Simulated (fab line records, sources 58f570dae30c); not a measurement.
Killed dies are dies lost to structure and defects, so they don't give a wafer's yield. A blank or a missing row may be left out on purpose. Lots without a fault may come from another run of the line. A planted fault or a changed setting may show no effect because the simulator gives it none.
fab line records | flow berkeley_cmos170
record lots=24 wafers=72 last_day=12
route steps=331 shown NWELL@29 FIELD@91 SCREENOX@102 NLDD@165 V2@308
lots that met no fault: from a run of the same line without faults
start_h: hours from the record's first day to the start of the lot's first wafer shown | wait_h: hours since the lot's step before | " the same as in the row above | L1.1+2: a row that stands for several wafers | - no value, or no start given | * or withheld: withheld | < > ~ a bound
route shown NAME@n: a module of which the file shows steps, and the number in the route of the first | usual: mean/standard deviation of fault-free wafers | same: alike in all rows | chamber/n: place in a boat | sites: the reading at each site | _std_site: their standard deviation | _edge_site: outer sites' mean less inner sites' | radius_mm: how far each site lies from the wafer's centre | mask NAME#n: copy n | behind: the tool/chamber that last shaped the wafer | hold: why the lot was held/for how many hours/how that ended | device: the transistor (n, p or np) that didn't switch | end of line: the same wafers' tests at the end of the route | a step without rows: its recipe alone | killed: dies lost to structure and defects at the first sort, not the wafer's yield | map: a wafer's dies, x killed, . not, _ none there
set.NAME: the setting as run; set.NAME@STEP: as run at that earlier step | model.NAME: the simulator's own value behind a step, which no gauge read
steps of the route over a sample of lots; a table a step, a row a wafer
services: from which hour (start_h, from the record's first day; less than 0 if before it) a tool's chamber was out of use, for how many hours, and why
## steps
# step UCB170_NWELL_STRIP_15
# recipe chemistry=O2 power_w=400 pressure_mtorr=3500 platen_temp_c=withheld o2_flow_sccm=400 overash_fraction=0.5
# usual drypump_motor_current_A=5.9/0.34 oes_product_au=0.721/0.0047 strip_time_to_endpoint_s=18.02/0.082
# columns lot.wafer tool chamber start_h wait_h drypump_motor_current_A oes_product_au rf_hours_counter_h strip_time_to_endpoint_s
L074.2 plasma_asher-04 0 49.33 0.1 6.4 0.716 32 18.06
L074.5 " 0 " " 6.5 0.719 - 18.09
L074.6 " 1 " " 6.1 0.712 - 18.05
L075.4 plasma_asher-02 1 49.59 0.1 6.2 0.715 - 17.91
L075.5 " 1 " " 6.2 0.724 - 17.83
L075.6 " 0 " " 5.7 0.731 - 17.78
L076.1 plasma_asher-03 0 60.71 0.1 6.1 0.719 24 17.95
L076.4 " 1 " " 5.5 0.719 - 17.98
L076.5 " 1 " " 5.5 0.723 - 17.94
L077.1 plasma_asher-03 0 60.88 0.1 6.1 0.722 24 18.04
L077.4 " 1 " " 5.5 0.724 - 17.95
L077.5 " 0 " " 6.2 0.719 - 17.99
L080.1 plasma_asher-02 0 66.46 0.1 5.6 0.717 30 17.98
L080.3 " 1 " " 6.1 0.722 - 18.03
L080.4 " 0 " " 5.6 0.716 - 17.95
L078.3 plasma_asher-03 1 66.56 0.1 5.5 0.723 - 17.92
L078.4 " 0 " " 6.2 0.719 - 18.03
L078.6 " 0 " " 6.2 0.707 - 17.95
L079.1 plasma_asher-02 0 66.80 0.1 5.7 0.730 30 18.14
L079.2 " 1 " " 6.2 0.730 30 18.06
L079.4 " 0 " " 5.7 0.719 - 18.14
L081.1 plasma_asher-03 0 73.52 0.1 6.1 0.720 26 18.02
L081.3 " 1 " " 5.4 0.727 - 18.10
L081.5 " 0 " " 6.1 0.715 - 18.01
L082.2 plasma_asher-02 0 77.88 0.1 5.6 0.719 31 18.06
L082.4 " 0 " " 5.6 0.719 - 18.04
L082.6 " 0 " " 5.7 0.725 - 18.05
L083.4 plasma_asher-03 1 77.89 0.1 5.5 0.730 - 18.04
L083.5 " 0 " " 6.2 0.729 - 18.01
L083.6 " 1 " " 5.4 0.732 - 18.02
L084.3 plasma_asher-02 0 87.55 0.1 5.7 0.721 - 18.19
L084.4 " 1 " " 6.2 0.721 - 18.18
L084.6 " 1 " " 6.2 0.720 - 18.11
L085.3 plasma_asher-03 0 87.83 0.1 6.2 0.722 - 17.99
L085.5 " 0 " " 6.2 0.724 - 18.08
L085.6 " 1 " " 5.4 0.728 - 18.03
L086.1 plasma_asher-03 0 96.93 0.1 6.1 0.719 29 17.95
L086.5 " 1 " " 5.4 0.727 - 17.98
L086.6 " 0 " " 6.1 0.726 - 17.96
L087.2 plasma_asher-03 1 102.68 0.1 5.5 0.717 30 18.12
L087.3 " 1 " " 5.4 0.726 - 18.12
L087.4 " 0 " " 6.2 0.722 - 18.17
L088.2 plasma_asher-03 1 109.53 0.1 5.4 0.722 31 18.13
L088.4 " 1 " " 5.4 0.718 - 18.01
L088.5 " 1 " " 5.4 0.715 - 18.01
L089.1 plasma_asher-03 1 109.86 0.1 5.4 0.716 31 18.01
L089.3 " 1 " " 5.4 0.724 - 17.99
L089.4 " 0 " " 6.2 0.725 - 17.98
L090.1 plasma_asher-04 0 117.92 0.1 6.4 0.717 0 18.15
L090.5 " 1 " " 6.1 0.718 - 18.10
L090.6 " 0 " " 6.4 0.720 - 18.09
L091.3 plasma_asher-02 1 126.39 0.1 6.2 0.724 - 17.99
L091.4 " 0 " " 5.7 0.731 - 18.00
L091.5 " 1 " " 6.2 0.716 - 18.02
L092.3 plasma_asher-03 0 126.45 0.1 6.2 0.726 - 18.05
L092.4 " 1 " " 5.4 0.714 - 18.10
L092.5 " 0 " " 6.2 0.719 - 18.05
L093.1 plasma_asher-04 1 135.84 0.1 6.1 0.716 2 18.05
L093.4 " 0 " " 6.4 0.712 - 18.03
L093.6 " 0 " " 6.5 0.717 - 17.98
L095.2 plasma_asher-04 0 140.35 0.1 6.4 0.726 2 18.01
L095.3 " 0 " " 6.5 0.727 - 18.01
L095.4 " 1 " " 6.1 0.727 - 18.08
L094.1 plasma_asher-02 1 140.62 0.1 6.2 0.723 39 17.99
L094.4 " 1 " " 6.2 0.713 - 17.97
L094.6 " 0 " " 5.7 0.718 - 17.90
L097.1 plasma_asher-04 1 147.37 0.1 6.1 0.713 4 18.06
L097.2 " 0 " " 6.4 0.718 4 18.02
L097.6 " 0 " " 6.4 0.724 - 18.03
L096.4 plasma_asher-02 1 147.44 0.1 6.2 0.718 - 18.02
L096.5 " 1 " " 6.2 0.723 - 18.04
L096.6 " 0 " " 5.7 0.715 - 18.08
# step UCB170_NWELL_TW_MEAS_16
# usual NWELL_TW=1238/17
# columns lot.wafer tool chamber start_h wait_h NWELL_TW
L074.2 film_metro-03 - 49.44 0.1 1217
L074.5 " - " " 1215
L074.6 " - " " 1209
L075.4 film_metro-04 - 49.69 0.1 1264
L075.5 " - " " 1261
L075.6 " - " " 1259
L076.1 film_metro-03 - 60.81 0.1 1213
L076.4 " - " " 1210
L076.5 " - " " 1207
L077.1 film_metro-03 - 60.98 0.1 1215
L077.4 " - " " 1213
L077.5 " - " " 1215
L080.1 film_metro-03 - 66.56 0.1 1216
L080.3 " - " " 1211
L080.4 " - " " 1216
L078.3 film_metro-04 - 66.64 0.1 1257
L078.4 " - " " 1254
L078.6 " - " " 1255
L079.1 film_metro-03 - 66.90 0.1 1220
L079.2 " - " " 1211
L079.4 " - " " 1214
L081.1 film_metro-04 - 73.62 0.1 1251
L081.3 " - " " 1252
L081.5 " - " " 1246
L083.4 film_metro-01 - 77.98 0.1 1251
L083.5 " - " " 1252
L083.6 " - " " 1248
L082.2 film_metro-04 - 77.99 0.1 1244
L082.4 " - " " 1249
L082.6 " - " " 1252
L084.3 film_metro-04 - 87.64 0.1 1251
L084.4 " - " " 1257
L084.6 " - " " 1249
L085.3 film_metro-03 - 87.92 0.1 1224
L085.5 " - " " 1222
L085.6 " - " " 1221
L086.1 film_metro-01 - 97.03 0.1 1240
L086.5 " - " " 1241
L086.6 " - " " 1234
L087.2 film_metro-03 - 102.79 0.1 1224
L087.3 " - " " 1235
L087.4 " - " " 1237
L088.2 film_metro-04 - 109.64 0.1 1253
L088.4 " - " " 1249
L088.5 " - " " 1251
L089.1 film_metro-01 - 109.96 0.1 1246
L089.3 " - " " 1242
L089.4 " - " " 1246
L090.1 film_metro-01 - 118.02 0.1 1244
L090.5 " - " " 1239
L090.6 " - " " 1239
L091.3 film_metro-03 - 126.48 0.1 1220
L091.4 " - " " 1226
L091.5 " - " " 1215
L092.3 film_metro-04 - 126.54 0.1 1245
L092.4 " - " " 1243
L092.5 " - " " 1248
L093.1 film_metro-03 - 135.94 0.1 1219
L093.4 " - " " 1222
L093.6 " - " " 1219
L095.2 film_metro-01 - 140.46 0.1 1250
L095.3 " - " " 1250
L095.4 " - " " 1250
L094.1 film_metro-01 - 140.72 0.1 1246
L094.4 " - " " 1247
L094.6 " - " " 1250
L097.1 film_metro-04 - 147.47 0.1 1261
L097.2 " - " " 1262
L097.6 " - " " 1264
L096.4 film_metro-01 - 147.54 0.1 1249
L096.5 " - " " 1248
L096.6 " - " " 1246
# step UCB170_FIELD_THK_MEAS_02
# recipe reads=SiO2_of_FIELD_OXIDATION_01
# usual FIELD_OXIDE_THK=551/13
# columns lot.wafer tool chamber start_h wait_h FIELD_OXIDE_THK[nm]
L074.2 film_metro-02 - 113.38 0.0 534
L074.5 " - " " 537
L074.6 " - " " 536
L075.4 film_metro-04 - 113.40 0.0 548
L075.5 " - " " 553
L075.6 " - " " 544
L076.1 film_metro-04 - 126.07 0.0 553
L076.4 " - " " 552
L076.5 " - " " 554
L077.1 film_metro-02 - 126.07 0.0 530
L077.4 " - " " 535
L077.5 " - " " 532
L080.1 film_metro-01 - 126.07 0.0 549
L080.3 " - " " 531
L080.4 " - " " 545
L079.1 film_metro-04 - 126.13 0.1 555
L079.2 " - " " 550
L079.4 " - " " 547
L078.3 film_metro-02 - 126.15 0.1 565
L078.4 " - " " 573
L078.6 " - " " 563
L081.1 film_metro-04 - 140.04 0.0 537
L081.3 " - " " 547
L081.5 " - " " 547
L083.4 film_metro-01 - 140.07 0.0 537
L083.5 " - " " 546
L083.6 " - " " 551
L082.2 film_metro-01 - 140.11 0.1 566
L082.4 " - " " 551
L082.6 " - " " 553
L084.3 film_metro-02 - 152.31 0.0 565
L084.4 " - " " 560
L084.6 " - " " 566
L085.3 film_metro-01 - 152.31 0.0 564
L085.5 " - " " 567
L085.6 " - " " 560
L086.1 film_metro-01 - 161.19 0.0 536
L086.5 " - " " 544
L086.6 " - " " 537
L087.2 film_metro-02 - 161.20 0.0 558
L087.3 " - " " 555
L087.4 " - " " 560
L089.1 film_metro-02 - 179.19 0.0 570
L089.3 " - " " 562
L089.4 " - " " 561
L088.2 film_metro-01 - 179.20 0.0 562
L088.4 " - " " 557
L088.5 " - " " 555
L090.1 film_metro-02 - 179.25 0.1 525
L090.5 " - " " 531
L090.6 " - " " 528
L091.3 film_metro-04 - 188.94 0.0 551
L091.4 " - " " 553
L091.5 " - " " 544
L092.3 film_metro-02 - 188.94 0.0 549
L092.4 " - " " 562
L092.5 " - " " 560
L095.2 film_metro-02 - 202.86 0.0 550
L095.3 " - " " 535
L095.4 " - " " 550
L093.1 film_metro-02 - 204.64 0.0 580
L093.4 " - " " 574
L093.6 " - " " 582
L094.1 film_metro-01 - 204.64 0.0 564
L094.4 " - " " 567
L094.6 " - " " 562
L096.4 film_metro-01 - 212.13 0.0 540
L096.5 " - " " 537
L096.6 " - " " 545
L097.1 film_metro-02 - 212.16 0.1 534
L097.2 " - " " 544
L097.6 " - " " 556
# step UCB170_SCREENOX_THK_MEAS_02
# recipe reads=SiO2_of_SCREENOX_OXIDATION_01
# usual SCREENOX_OXIDE_THK=14.3/0.35
# columns lot.wafer tool chamber start_h wait_h SCREENOX_OXIDE_THK[nm]
L075.4 film_metro-03 - 135.67 0.0 14.0
L075.5 " - " " 14.1
L075.6 " - " " 14.1
L074.2 film_metro-03 - 135.71 0.1 14.5
L074.5 " - " " 14.6
L074.6 " - " " 14.6
L076.1 film_metro-01 - 146.71 0.0 14.3
L076.4 " - " " 14.2
L076.5 " - " " 14.4
L080.1 film_metro-02 - 146.71 0.0 14.0
L080.3 " - " " 14.2
L080.4 " - " " 14.4
L078.3 film_metro-03 - 146.76 0.1 14.4
L078.4 " - " " 14.3
L078.6 " - " " 14.2
L077.1 film_metro-02 - 146.77 0.1 14.8
L077.4 " - " " 14.7
L077.5 " - " " 14.6
L079.1 film_metro-01 - 146.77 0.1 14.6
L079.2 " - " " 14.8
L079.4 " - " " 14.7
L081.1 film_metro-03 - 159.99 0.0 13.9
L081.3 " - " " 13.8
L081.5 " - " " 14.0
L082.2 film_metro-02 - 160.00 0.0 14.1
L082.4 " - " " 14.1
L082.6 " - " " 14.1
L083.4 film_metro-01 - 160.02 0.0 13.9
L083.5 " - " " 13.7
L083.6 " - " " 13.9
L084.3 film_metro-01 - 172.16 0.0 13.5
L084.4 " - " " 13.7
L084.6 " - " " 13.7
L085.3 film_metro-02 - 172.16 0.0 14.1
L085.5 " - " " 14.0
L085.6 " - " " 14.1
L086.1 film_metro-03 - 180.40 0.0 14.0
L086.5 " - " " 13.9
L086.6 " - " " 14.0
L087.2 film_metro-02 - 180.41 0.0 13.6
L087.3 " - " " 13.8
L087.4 " - " " 13.7
L089.1 film_metro-01 - 199.04 0.0 14.4
L089.3 " - " " 14.6
L089.4 " - " " 14.8
L090.1 film_metro-03 - 199.04 0.0 14.3
L090.5 " - " " 14.3
L090.6 " - " " 14.1
L088.2 film_metro-02 - 199.05 0.0 14.6
L088.4 " - " " 14.8
L088.5 " - " " 14.5
L091.3 film_metro-01 - 205.14 0.0 14.4
L091.4 " - " " 14.5
L091.5 " - " " 14.3
L092.3 film_metro-02 - 205.14 0.0 14.5
L092.4 " - " " 14.3
L092.5 " - " " 14.5
L093.1 film_metro-02 - 223.57 0.0 14.9
L093.4 " - " " 14.9
L093.6 " - " " 15.0
L094.1 film_metro-03 - 223.57 0.0 14.5
L094.4 " - " " 14.4
L094.6 " - " " 14.5
L095.2 film_metro-01 - 223.60 0.0 14.8
L095.3 " - " " 14.8
L095.4 " - " " 14.7
L096.4 film_metro-02 - 231.85 0.0 14.5
L096.5 " - " " 14.2
L096.6 " - " " 14.4
L097.1 film_metro-03 - 231.87 0.1 14.5
L097.2 " - " " 14.4
L097.6 " - " " 14.2
# step UCB170_NLDD_OVL_MEAS_07
# usual NLDD_OVL=-5/4.5
# columns lot.wafer tool chamber start_h wait_h NLDD_OVL[nm]
L074.2 overlay-02 - 159.91 0.1 -9
L074.5 " - " " -11
L074.6 " - " " -10
L075.4 overlay-02 - 161.92 0.1 -11
L075.5 " - " " -8
L075.6 " - " " -11
L078.3 overlay-01 - 175.84 0.1 0
L078.4 " - " " 0
L078.6 " - " " -5
L076.1 overlay-01 - 176.57 0.1 -2
L076.4 " - " " -5
L076.5 " - " " -8
L079.1 overlay-02 - 176.81 0.1 -18
L079.2 " - " " -11
L079.4 " - " " -12
L077.1 overlay-01 - 177.05 0.1 -7
L077.4 " - " " -13
L077.5 " - " " 1
L080.1 overlay-02 - 177.19 0.1 -2
L080.3 " - " " -5
L080.4 " - " " -1
L081.1 overlay-02 - 193.83 0.1 -6
L081.3 " - " " -5
L081.5 " - " " -1
L083.4 overlay-02 - 194.93 0.1 2
L083.5 " - " " -7
L083.6 " - " " -7
L082.2 overlay-01 - 195.28 0.1 -8
L082.4 " - " " -9
L082.6 " - " " -3
L085.3 overlay-02 - 203.58 0.1 -5
L085.5 " - " " -3
L085.6 " - " " -11
L084.3 overlay-01 - 203.82 0.1 -6
L084.4 " - " " -5
L084.6 " - " " -6
L086.1 overlay-01 - 209.76 0.1 -3
L086.5 " - " " 1
L086.6 " - " " 1
L087.2 overlay-01 - 209.88 0.1 -4
L087.3 " - " " -8
L087.4 " - " " -3
L089.1 overlay-02 - 229.59 0.1 -6
L089.3 " - " " -1
L089.4 " - " " 1
L088.2 overlay-02 - 230.87 0.1 -3
L088.4 " - " " -6
L088.5 " - " " -4
L091.3 overlay-01 - 231.02 0.1 -4
L091.4 " - " " -9
L091.5 " - " " -7
L090.1 overlay-02 - 231.14 0.1 -1
L090.5 " - " " 1
L090.6 " - " " 8
L092.3 overlay-01 - 231.29 0.1 -5
L092.4 " - " " -5
L092.5 " - " " -1
L093.1 overlay-02 - 253.85 0.1 -13
L093.4 " - " " -6
L093.6 " - " " -4
L095.2 overlay-02 - 254.13 0.1 -6
L095.3 " - " " -14
L095.4 " - " " -4
L094.1 overlay-02 - 254.45 0.1 -13
L094.4 " - " " -11
L094.6 " - " " -7
L096.4 overlay-01 - 262.52 0.1 -4
L096.5 " - " " -5
L096.6 " - " " -3
L097.1 overlay-02 - 262.74 0.1 4
L097.2 " - " " -4
L097.6 " - " " -1
# step UCB170_V2_CD_MEAS_90
# recipe target_cd_nm=700
# usual cd_nm=699.7/1.5
# columns lot.wafer tool chamber start_h wait_h cd_nm
L075.4 cd_sem-02 - 201.83 0.7 698.9
L075.5 " - " " 701.4
L075.6 " - " " 698.0
L074.2 cd_sem-02 - 206.68 2.1 699.7
L074.5 " - " " 699.0
L074.6 " - " " 699.0
L078.3 cd_sem-02 - 217.37 0.1 699.2
L078.4 " - " " 699.6
L078.6 " - " " 699.5
L076.1 cd_sem-01 - 218.06 0.1 699.8
L076.4 " - " " 699.1
L076.5 " - " " 700.9
L079.1 cd_sem-01 - 218.33 0.1 697.4
L079.2 " - " " 697.1
L079.4 " - " " 696.5
L077.1 cd_sem-02 - 221.70 0.1 699.2
L077.4 " - " " 699.7
L077.5 " - " " 701.0
L080.1 cd_sem-02 - 222.07 0.1 698.4
L080.3 " - " " 698.5
L080.4 " - " " 697.5
L081.1 cd_sem-01 - 232.60 0.1 698.9
L081.3 " - " " 700.2
L081.5 " - " " 699.2
L082.2 cd_sem-02 - 236.04 0.1 702.1
L082.4 " - " " 701.0
L082.6 " - " " 701.1
L084.3 cd_sem-01 - 236.36 0.1 698.5
L084.4 " - " " 699.3
L084.6 " - " " 700.4
L085.3 cd_sem-01 - 236.87 0.1 703.1
L085.5 " - " " 701.5
L085.6 " - " " 702.3
L083.4 cd_sem-02 - 237.67 0.1 700.2
L083.5 " - " " 701.0
L083.6 " - " " 701.9
L086.1 cd_sem-01 - 243.83 0.1 700.6
L086.5 " - " " 699.0
L086.6 " - " " 700.7
L087.2 cd_sem-01 - 245.66 0.1 701.6
L087.3 " - " " 701.2
L087.4 " - " " 700.8
L089.1 cd_sem-02 - 258.89 0.1 699.4
L089.3 " - " " 697.7
L089.4 " - " " 698.5
L088.2 cd_sem-02 - 260.52 0.1 701.9
L088.4 " - " " 702.2
L088.5 " - " " 702.2
L090.1 cd_sem-02 - 262.13 0.1 703.2
L090.5 " - " " 698.9
L090.6 " - " " 698.3
L091.3 cd_sem-02 - 264.12 0.1 698.7
L091.4 " - " " 698.7
L091.5 " - " " 699.5
L092.3 cd_sem-01 - 264.39 0.1 697.5
L092.4 " - " " 699.7
L092.5 " - " " 700.0
L095.2 cd_sem-01 - 286.47 0.1 700.0
L095.3 " - " " 698.9
L095.4 " - " " 699.6
L093.1 cd_sem-02 - 287.78 0.1 698.3
L093.4 " - " " 698.9
L093.6 " - " " 698.1
L094.1 cd_sem-02 - 288.39 0.1 698.7
L094.4 " - " " 698.8
L094.6 " - " " 699.9
L097.1 cd_sem-02 - 294.18 0.1 698.3
L097.2 " - " " 698.9
L097.6 " - " " 697.5
L096.4 cd_sem-02 - 295.34 0.1 699.5
L096.5 " - " " 698.2
L096.6 " - " " 697.2
## services
# columns tool chamber start_h hours kind
plasma_asher-04 - 63.77 18.2 repair
plasma_asher-04 - 108.75 9.0 pm
plasma_asher-04 0 108.75 9.0 vent_cycle
plasma_asher-04 1 108.75 9.0 vent_cycle
plasma_asher-04 0 117.75 - clean
plasma_asher-04 1 117.75 - clean
plasma_asher-03 - 133.82 14.6 pm
## key
fault none
